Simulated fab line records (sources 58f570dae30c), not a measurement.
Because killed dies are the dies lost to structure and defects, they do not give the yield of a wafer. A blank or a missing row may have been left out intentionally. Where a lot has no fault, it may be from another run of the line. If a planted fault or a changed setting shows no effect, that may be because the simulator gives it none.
Chamber matching | flow berkeleyCmos170 | 4 sister chambers for UCB170_GATE_ETCH_14 on rieDiel-03
The step etches BARC in N2/H2. 16 wafers are shown with their chamber, then 8 later ones without.

WAFERS WITH THEIR CHAMBER
wafer  | chamber | throttleValvePct (%) | drypumpMotorCurrentA (A) | oesProductAu (a.u.)
L701.1 | 0       | 13.07                | 5.3                      | 1.029
L701.2 | 3       | 13.37                | 6.5                      | 1.000
L701.6 | 0       | 13.07                | 5.3                      | 1.029
L699.1 | 1       | 13.11                | 6.0                      | 1.039
L699.2 | 3       | 13.37                | 6.5                      | 1.003
L699.4 | 0       | 13.07                | 5.3                      | 1.018
L704.2 | 0       | 13.07                | 5.3                      | 1.022
L704.4 | 2       | 13.16                | 6.4                      | 0.968
L704.6 | 0       | 13.06                | 5.3                      | 1.022
L705.1 | 3       | 13.37                | 6.4                      | 1.012
L705.2 | 2       | 13.16                | 6.4                      | 0.975
L705.4 | 0       | 13.06                | 5.3                      | 1.018
L708.1 | 0       | 13.07                | 5.3                      | 1.023
L708.2 | 3       | 13.38                | 6.4                      | 1.010
L708.6 | 0       | 13.07                | 5.3                      | 1.023
L710.1 | 0       | 13.07                | 5.3                      | 1.016

SIGNATURES (averages over the wafers above)
reading              | chamber 0 | chamber 1 | chamber 2 | chamber 3 | scatter within a chamber
throttleValvePct     | 13.0678   | 13.1100   | 13.1600   | 13.3725   | 0.00438
drypumpMotorCurrentA | 5.300     | 6.000     | 6.400     | 6.450     | 0.0289
oesProductAu         | 1.02222   | 1.03900   | 0.97150   | 1.00625   | 0.00491
Rule: distance of a wafer from a chamber = root of the sum over the readings of ((wafer's reading minus chamber's mean) / reading's scatter) squared. If the next closest chamber is less than 2 further off than the closest, the wafer can't be placed; otherwise it belongs to the closest. The scatter is the square root of a quotient: the sum, over the shown wafers, of each reading's squared deviation from its chamber's mean, divided by wafers minus chambers.

WAFERS MISSING THEIR CHAMBER
wafer  | throttleValvePct (%) | drypumpMotorCurrentA (A) | oesProductAu (a.u.)
L710.2 | 13.39                | 6.5                      | 1.004
L710.6 | 13.17                | 6.4                      | 0.976
L714.3 | 13.37                | 6.4                      | 1.006
L714.4 | 13.20                | 6.0                      | 1.018
L714.6 | 13.38                | 6.4                      | 1.007
L719.2 | 13.39                | 6.5                      | 0.999
L719.3 | 13.19                | 6.0                      | 1.022
L719.6 | 13.16                | 6.3                      | 0.976

CHAMBER TAKEN BY EACH
wafer  | from the rows above     | in truth
L710.2 | 3                       | 3
L710.6 | 2                       | 2
L714.3 | 3                       | 3
L714.4 | can't be placed: 2 or 1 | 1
L714.6 | 3                       | 3
L719.2 | 3                       | 3
L719.3 | can't be placed: 2 or 1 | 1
L719.6 | 2                       | 2
Correctly placed: 6 of 8. Unplaceable from these rows: 2, with the true chamber sitting among the candidates in 2. Number placed wrongly: 0.
